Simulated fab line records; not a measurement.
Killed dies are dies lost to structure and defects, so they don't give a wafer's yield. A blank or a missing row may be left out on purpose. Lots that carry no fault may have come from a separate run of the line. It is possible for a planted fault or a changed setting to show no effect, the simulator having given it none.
What tool caused it? ; flow berkeleyCmos170 ; 7 lots, 21 wafers sampled, at 1 step of a route of 331

## WHAT THE GAUGES READ, wafer by wafer
UCB170_M1_CD_MEAS_09: the cd target is 700 nm.
lot;measured;on;cdNm (nm)
L400;day 8 16:25;cdSem-01;699.6 699.4 700.4
L401;day 9 00:07;cdSem-01;702.0 700.3 700.1
L406;day 9 16:11;cdSem-01;701.4 702.1 701.6
L415;day 11 13:02;cdSem-01;699.9 699.4 698.9
L416;day 13 03:30;cdSem-02;700.4 699.9 701.8
L418;day 13 13:35;cdSem-01;698.1 697.2 698.5
L420;day 13 20:18;cdSem-01;701.0 701.6 700.3

## WHICH TOOL RAN EACH LOT (tool, then ch and the chambers of the sampled wafers, then the start)
The record holds no process step before these readings.

## THE ANSWER, worked out from the rows above alone
Rule: the usual values come from the lots themselves. Put in order of their means at a reading, lots are off if they are a third of the lots or fewer, leave a main group of 4 or more, and stand apart from it by a gap of 3 or more times the standard deviation of the main group's means; of several such gaps the widest counts. A main group whose means are all the same, to the digits that the tables above print for the reading, isn't used. Also off: a lot with no number at a reading for which 4 or more lots have one. Any other lot the step has rows for is counted as sound.
No lot is off on any of the readings shown, so nothing can be concluded from this.

## WHAT THE SIMULATOR HAD INSERTED
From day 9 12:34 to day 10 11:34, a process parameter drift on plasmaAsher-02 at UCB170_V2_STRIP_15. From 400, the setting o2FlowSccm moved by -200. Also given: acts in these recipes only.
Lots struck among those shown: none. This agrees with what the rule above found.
